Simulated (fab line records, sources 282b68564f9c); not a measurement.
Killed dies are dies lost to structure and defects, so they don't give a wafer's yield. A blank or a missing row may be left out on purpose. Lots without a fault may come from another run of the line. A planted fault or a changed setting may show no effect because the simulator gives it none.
Which tool did it? | flow rit_cmos | 7 lots, 21 wafers sampled, at 2 steps of a route of 202

WHAT THE GAUGES READ, wafer by wafer
RIT_REOX_THK_MEAS_04.
lot  | measured    | on            | REOX_OXIDE_THK (nm)
L703 | day 3 08:29 | film_metro-01 | 24.4 25.1 25.0
L706 | day 3 18:31 | film_metro-01 | 24.2 24.6 24.4
L708 | day 4 09:10 | film_metro-02 | 31.1 30.6 30.7
L715 | day 5 19:43 | film_metro-02 | 24.3 24.7 24.5
L720 | day 6 17:52 | film_metro-01 | 25.1 25.0 25.0
L722 | day 7 03:24 | film_metro-01 | 23.9 24.0 24.1
L724 | day 7 16:08 | film_metro-02 | 24.3 24.5 24.5

WHICH TOOL RAN EACH LOT (tool, then ch and the chambers of the sampled wafers, then the start)
lot  | RIT_REOX_OXIDATION_03
L703 | furnace-03 ch 0, day 3 05:55
L706 | furnace-01 ch 0, day 3 15:58
L708 | furnace-01 ch 0, day 4 06:35
L715 | furnace-03 ch 0, day 5 17:10
L720 | furnace-04 ch 0, day 6 15:19
L722 | furnace-03 ch 0, day 7 00:50
L724 | furnace-03 ch 0, day 7 13:35
- RIT_REOX_OXIDATION_03: target thk 25.2 nm, ox time 5580 s.

THE ANSWER, worked out from the rows above alone
Rule: what is usual is taken from the lots themselves. Put in order of their means at a reading, lots are off if they are a third of the lots or fewer, leave a main group of 4 or more, and stand apart from it by a gap of 3 or more times the standard deviation of the main group's means; of several such gaps the widest counts. A main group whose means are all the same, to the digits that the tables above print for the reading, isn't used. A lot without any number at a reading at which 4 lots or more have one is off too. The other lots that the step has rows for count as sound.
Off: L708, at RIT_REOX_THK_MEAS_04 (REOX_OXIDE_THK). The main group: mean 24.5 nm, standard deviation 0.33.
A tool fits if, at a process step before that reading, it ran every lot that is off, and no sound lot after the first of them. The gauges at RIT_REOX_THK_MEAS_04 are tried like those tools. One fits: furnace-01 at RIT_REOX_OXIDATION_03. Its last sound lot is L706 (day 3 15:58), its first lot that is off L708 (day 4 06:35): a fault that began between those two fits.

WHAT THE SIMULATOR HAD PUT IN
Process parameter drift: furnace-01, from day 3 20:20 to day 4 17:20, at RIT_REOX_OXIDATION_03. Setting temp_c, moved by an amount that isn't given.
Lots struck among those shown: L708. The rule above found the same.
